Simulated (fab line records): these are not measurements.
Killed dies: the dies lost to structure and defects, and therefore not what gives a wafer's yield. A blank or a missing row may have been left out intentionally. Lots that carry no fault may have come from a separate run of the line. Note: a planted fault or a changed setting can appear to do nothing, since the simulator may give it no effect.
Lot-split experiment -- flow berkeley cmos170 -- route with 331 steps; 5 lots, 23 wafers read

== THE SPLIT ITSELF ==
At UCB170_CONTACT_CVD_01 (deposits PSG from SiH4/O2/PH3, target thk 700 nm, time 2820 s), the setting time s was moved away from the recipe's 2820 s on 15 of the 23 wafers read, by -12.2% to +8.0%. The other wafers ran this setting at the recipe's value.

There is no step in the file separating the split from the reading.

== THE READING ==
CONTACT_PSG_THK, in nm, at UCB170_CONTACT_THK_MEAS_02. Fault-free wafers of this fab line usually give 693 nm, standard deviation 6.1 nm.

wafer,"tool, chamber at the split","time s as run, s",against the recipe,"CONTACT_PSG_THK, nm",against lot-mates on the recipe
L075.1,"-, -",2476,-12.2%,611,no lot-mate on the recipe
L075.2,"-, -",2476,-12.2%,613,no lot-mate on the recipe
L075.3,"-, -",2476,-12.2%,612,no lot-mate on the recipe
L075.4,"-, -",2476,-12.2%,615,no lot-mate on the recipe
L075.5,"-, -",2476,-12.2%,609,no lot-mate on the recipe
L076.1,"-, -",2820,recipe,695,-
L076.3,"-, -",2820,recipe,691,-
L076.4,"-, -",2820,recipe,689,-
L076.5,"-, -",2820,recipe,694,-
L076.6,"-, -",2820,recipe,695,-
L079.1,"-, -",2709,-3.9%,662,no lot-mate on the recipe
L079.2,"-, -",2709,-3.9%,666,no lot-mate on the recipe
L079.3,"-, -",2709,-3.9%,662,no lot-mate on the recipe
L079.5,"-, -",2709,-3.9%,659,no lot-mate on the recipe
L079.6,"-, -",2709,-3.9%,665,no lot-mate on the recipe
L078.1,"lpcvd-01, 0",2820,recipe,697,-
L078.3,"lpcvd-01, 0",2820,recipe,703,-
L078.5,"lpcvd-01, 0",2820,recipe,705,-
L082.1,"-, -",3047,+8.0%,751,no lot-mate on the recipe
L082.2,"-, -",3047,+8.0%,752,no lot-mate on the recipe
L082.3,"-, -",3047,+8.0%,750,no lot-mate on the recipe
L082.4,"-, -",3047,+8.0%,753,no lot-mate on the recipe
L082.6,"-, -",3047,+8.0%,756,no lot-mate on the recipe

THE FIT
A straight line over all 23 wafers: CONTACT_PSG_THK changes by +6.99 nm for each +1% of time s; r = +1.00; the points scatter about the line by 4.5 nm.
Too few moved wafers with a lot-mate on the recipe to fit a line net of each lot's own level.

== THE WHOLE CHAIN: every reading that the file lists as answering this split, in the file's order ==
step,what it does,reading,change (the file's fit),r (the file's)
UCB170_CONTACT_CVD_01,"deposits PSG from SiH4/O2/PH3, target thk 700 nm, time 2820 s","PSG_of_CONTACT_CVD_01.thk nm (the simulator's own value, which no gauge read)",+7 nm for each +1% of the setting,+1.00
UCB170_CONTACT_THK_MEAS_02,,CONTACT_PSG_THK,+7 for each +1% of the setting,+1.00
UCB170_CONTACT_ETCH_18,"etches PSG in CHF3/CF4/Ar, stops on TiSi2, target depth 840 nm, time 195 s","CONTACT.feature depth nm (the simulator's own value, which no gauge read)",+7 nm for each +1% of the setting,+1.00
UCB170_CONTACT_ETCH_18,"etches PSG in CHF3/CF4/Ar, stops on TiSi2, target depth 840 nm, time 195 s","etch.depth nm (the simulator's own value, which no gauge read)",+7.18 nm for each +1% of the setting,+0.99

== THE FILE'S OWN FIT ==
CONTACT_PSG_THK changes by +7 nm for each +1% of time s, r = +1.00.
